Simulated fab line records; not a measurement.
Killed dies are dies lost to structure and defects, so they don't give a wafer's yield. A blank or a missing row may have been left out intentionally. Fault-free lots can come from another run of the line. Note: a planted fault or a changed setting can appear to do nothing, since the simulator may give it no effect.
Comparing a struck lot with a sound one -- flow rit-cmos -- 18 out of 202 route steps
Sound: wafers L137.2, L137.5, L137.6. The struck wafers were L143.1, L143.3, L143.6. The cause comes at the end.
For every step that has rows: the tool of each side, followed by ch and its chambers, followed by its first start. Under that, the readings that differ: sound wafers -- struck wafers -- difference of the means -- sigmas: that difference in standard deviations of wafers without a fault.
alike: same words and numbers on both sides, and readings whose means sit less than 2 such deviations apart. not compared: any withheld reading, any reading some wafer has no value for, any bound like >300 that may hide the same value, and any number with overlapping values for which the record gives no deviation.
The two part at a step that has a row with sigmas, a row that says differs or no value, or rows on one side only. When numbers do not overlap yet have no deviation, they are printed without sigmas and do not part them. A reading that every wafer of one side lacks parts them only if that side has two wafers or more.

RIT_CONTACT_OVL_MEAS_09:
  sound: overlay-02 at day 4 15:20; struck: overlay-02 at day 5 20:15
  alike: CONTACT_OVL
then, 1 step without rows for these wafers: RIT_CONTACT_HARDBAKE_10 (time 60 s).
RIT_CONTACT_ETCH_11: etches SiO2 in CHF3/CF4/Ar, stops on TiSi2, target depth 480 nm, time 320 s.
  sound on rie-diel-02 ch 0,1, day 4 15:31; struck on rie-diel-02 ch 1,3, day 5 20:26
  alike: drypump-motor-current-A, oes-product-au, rf-fwd-power-W, throttle-valve-pct
  not compared: rf-hours-counter-h
RIT_CONTACT_STRIP_12: strips in O2, time 180 s.
  sound on plasma-asher-02 ch 0,1, day 4 15:42; struck on plasma-asher-04 ch 1, day 5 20:38
  alike: drypump-motor-current-A, rf-refl-power-W
  not compared: rf-hours-counter-h
RIT_CONTACT_CD_MEAS_90: target cd 1000 nm.
  sound: cd-sem-02 at day 4 15:54; struck: cd-sem-02 at day 5 20:49
  alike: cd-nm
then, 2 steps without rows for these wafers: RIT_CONTACT_CLEAN_13 (cleans in SC1, time 600 s); RIT_CONTACT_CLEAN_14 (cleans in SC2, time 600 s).
RIT_M1_SPUTTER_00: material Al, target thk 400 nm, time 500 s.
  sound: pvd-sputter-02 at day 4 16:21; struck: pvd-sputter-02 at day 5 21:19
  alike: cathode-dc-power-W, throttle-valve-pct
RIT_M1_RS_MEAS_01: measures by four-point-probe.
  sound: film-metro-02 at day 4 16:40; struck: film-metro-02 at day 5 21:36
  alike: M1_AL_RS
RIT_M1_THK_MEAS_02: measures by xrf.
  sound: film-metro-02 at day 4 16:46; struck: film-metro-02 at day 5 21:43
  alike: M1_AL_THK
then, 2 steps without rows for these wafers: RIT_M1_HMDS_03 (prime time 60 s); RIT_M1_COAT_04 (resist thk 1300 nm).
RIT_M1_SOFTBAKE_05: time 60 s.
  sound on litho-track-01 ch 0, day 4 17:09; struck on litho-track-02 ch 0, day 5 22:05
reading,sound,struck,difference,sigmas
heater-power-total-W (W),34.58 34.59 34.63,36.02 36.07 36.02,+1.44,+31
plate-temp-C (C),90.06 90.01 89.94,92.82 92.89 92.74,+2.81,+23
model.NOVOLAK_of_M1_COAT_04.thk-nm (nm),1299 1298 1302,1286 1283 1281,-16,
then, 2 steps without rows for these wafers: RIT_M1_EXPOSE_06 (exposes mask M12, target cd 2600 nm); RIT_M1_PEB_07.
RIT_M1_DEVELOP_08: develop time 68 s.
  sound: litho-track-04 ch 0; struck: litho-track-04 ch 0
reading,sound,struck,difference,sigmas
model.NOVOLAK_of_M1_COAT_04.thk-nm (nm),1299 1298 1302,1285 1282 1280,-17,
  alike: developer-temp-C
RIT_M1_CD_MEAS_09: target cd 2600 nm.
  sound: cd-sem-02 at day 4 17:51; struck: cd-sem-02 at day 5 22:47
  alike: cd-nm
RIT_M1_PROBE_99:
  sound wafers here have rows in the record (prober-01, day 4 20:32); struck ones have none

== WHERE THEY PART ==
First at RIT_M1_SOFTBAKE_05; last, within this record, at RIT_M1_PROBE_99.

WHY: what the simulator had put in
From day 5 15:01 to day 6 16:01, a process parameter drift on litho-track-02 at RIT_M1_SOFTBAKE_05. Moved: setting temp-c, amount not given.
